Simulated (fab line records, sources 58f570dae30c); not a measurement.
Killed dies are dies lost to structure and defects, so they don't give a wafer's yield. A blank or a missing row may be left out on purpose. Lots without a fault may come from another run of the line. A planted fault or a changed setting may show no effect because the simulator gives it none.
One fault seen from 2 desks | flow berkeley_cmos170 | each desk has only its own numbers; what lay behind them comes last

THE TOOL OWNER'S DESK: pecvd-02
The tool's own readings at UCB170_SPACER_CVD_00 (deposits SiO2 from TEOS/O2, target thk 376 nm, time 47 s): means of the sampled wafers that have a number, for each lot that ran on this tool. A lot is out of limits, marked OUT, if its mean lies more than 4 standard deviations from the usual mean; the brackets give that distance.
Columns: A = heater_power_w at UCB170_SPACER_CVD_00, usual 296 W; B = rf_fwd_power_W at UCB170_SPACER_CVD_00, usual 545.9 W
lot  | first seen here | A   | B
L364 | day 8 00:35     | 263 | 547.1
L365 | day 8 01:11     | 299 | 546.7
L370 | day 8 15:46     | 312 | 548.6
L368 | day 8 15:59     | 312 | 548.0
L369 | day 8 16:20     | 281 | 547.1
L376 | day 10 03:24    | 289 | 523.5 (-8.9) OUT
L378 | day 10 14:29    | 275 | 525.6 (-8.1) OUT
This desk's finding: out of limits on L376, L378; first on L376, day 10 03:24 (rf_fwd_power_W at UCB170_SPACER_CVD_00). In limits: L364, L365, L370, L368, L369.

THE METROLOGY DESK
What the gauges read, lot by lot, whatever tool the lot ran on: means of the sampled wafers that have a number. A lot is out of limits, marked OUT, if its mean lies more than 4 standard deviations from the usual mean; the brackets give that distance.
Columns: A = PWELL_OVL at UCB170_PWELL_OVL_MEAS_13, usual -1 nm
lot  | first seen here | A
L363 | day 3 09:17     | -1
L364 | day 3 21:19     | 2
L365 | day 3 21:29     | -5
L366 | day 3 21:35     | 4
L367 | day 4 02:14     | 5
L368 | day 4 12:10     | 3
L369 | day 4 12:26     | 1
L370 | day 4 21:47     | -4
L374 | day 5 12:24     | -5
L376 | day 6 00:19     | 1
L378 | day 6 06:43     | 2
L383 | day 7 13:53     | -1
L385 | day 8 01:57     | 0
L386 | day 8 02:06     | -4
This desk's finding: nothing out of limits on any of the 14 lots.

PUT TOGETHER
The tool owner's desk could have raised an alarm at day 10 03:24, on L376, L378.
The metrology desk saw nothing out of limits.
The metrology desk has L376, L378 on record, within its limits.
Of the lots named, all ran UCB170_SPACER_CVD_00 on pecvd-02.

WHAT THE SIMULATOR HAD PUT IN
Process parameter drift: pecvd-02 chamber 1, from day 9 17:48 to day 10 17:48, at UCB170_SPACER_CVD_00. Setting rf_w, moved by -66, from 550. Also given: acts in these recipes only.
Lots struck among those shown: L376, L378.
Hours from the fault's start to each desk's first reading out of limits: the tool owner's desk, 10.
